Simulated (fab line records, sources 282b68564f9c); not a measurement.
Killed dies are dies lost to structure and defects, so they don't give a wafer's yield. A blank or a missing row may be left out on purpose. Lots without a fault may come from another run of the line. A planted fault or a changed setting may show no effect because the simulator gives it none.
Which tool did it? | flow rit_cmos | 12 lots, 36 wafers sampled, at 2 steps of a route of 202

WHAT THE GAUGES READ, wafer by wafer
RIT_PRETRO_TW_MEAS_10. Usual: PRETRO_TW 474.6, standard deviation 3.
lot  | measured    | on            | PRETRO_TW         | flag
L734 | day 2 09:10 | film_metro-02 | 475.8 473.2 474.8 |
L735 | day 2 13:43 | film_metro-02 | 470.9 470.4 474.3 |
L736 | day 2 18:11 | film_metro-02 | 472.9 474.1 472.4 |
L737 | day 2 22:42 | film_metro-01 | 479.2 477.2 479.6 |
L738 | day 3 04:34 | film_metro-02 | 470.8 473.1 471.9 |
L739 | day 3 09:45 | film_metro-02 | 470.5 470.5 471.0 |
L740 | day 3 13:34 | film_metro-01 | 479.5 479.2 479.4 |
L741 | day 3 18:22 | film_metro-04 | 476.7 477.4 476.2 |
L743 | day 4 06:07 | film_metro-04 | 785.6 783.4 786.6 | OFF
L744 | day 4 09:22 | film_metro-04 | 786.2 787.8 787.2 | OFF
L745 | day 4 15:31 | film_metro-02 | 779.2 779.8 781.2 | OFF
L746 | day 4 19:50 | film_metro-01 | 793.9 787.9 790.2 | OFF

WHICH TOOL RAN EACH LOT (tool, then ch and the chambers of the sampled wafers, then the start)
lot  | RIT_PRETRO_IMPLANT_08
L734 | implanter-01 ch 0, day 2 08:51
L735 | implanter-01 ch 0, day 2 13:25
L736 | implanter-03 ch 0, day 2 17:52
L737 | implanter-03 ch 0, day 2 22:23
L738 | implanter-04 ch 0, day 3 04:14
L739 | implanter-01 ch 0, day 3 09:17
L740 | implanter-01 ch 0, day 3 13:15
L741 | implanter-03 ch 0, day 3 18:02
L743 | implanter-01 ch 0, day 4 05:47
L744 | implanter-01 ch 0, day 4 09:02
L745 | implanter-01 ch 0, day 4 15:13
L746 | implanter-01 ch 0, day 4 19:33
- RIT_PRETRO_IMPLANT_08

WHAT THE TOOLS THEMSELVES READ (means of the sampled wafers that have a number; where no wafer has one, the mark that the record gives instead)
RIT_PRETRO_IMPLANT_08. Usual: faraday_current_uA 38.0, standard deviation 0.79.
lot  | tool         | faraday_current_uA | flag
L734 | implanter-01 | 38.1               |
L735 | implanter-01 | 38.2               |
L736 | implanter-03 | 37.8               |
L737 | implanter-03 | 37.4               |
L738 | implanter-04 | 37.9               |
L739 | implanter-01 | 38.5               |
L740 | implanter-01 | 39.0               |
L741 | implanter-03 | 37.6               |
L743 | implanter-01 | 39.1               |
L744 | implanter-01 | 37.8               |
L745 | implanter-01 | 37.8               |
L746 | implanter-01 | 38.2               |

THE ANSWER, worked out from the rows above alone
Rule: a lot is off if the mean of its wafers that have a number lies more than 3 standard deviations from the usual mean. A lot without any number at a reading at which 4 lots or more have one is off too. The other lots that the step has rows for count as sound. The gauges are gone through in route order, then the tools' own readings, and for those a lot's mean is taken as printed above. The first step at which some lot is off is used, and at that step the reading that is off furthest; a lot without a number counts as furthest.
Off: L743, L744, L745, L746, at RIT_PRETRO_TW_MEAS_10 (PRETRO_TW).
A tool fits if, at a process step before that reading, it ran every lot that is off, and no sound lot after the first of them. The gauges at RIT_PRETRO_TW_MEAS_10 are tried like those tools. One fits: implanter-01 at RIT_PRETRO_IMPLANT_08. Its last sound lot is L740 (day 3 13:15), its first lot that is off L743 (day 4 05:47): a fault that began between those two fits.

WHAT THE SIMULATOR HAD PUT IN
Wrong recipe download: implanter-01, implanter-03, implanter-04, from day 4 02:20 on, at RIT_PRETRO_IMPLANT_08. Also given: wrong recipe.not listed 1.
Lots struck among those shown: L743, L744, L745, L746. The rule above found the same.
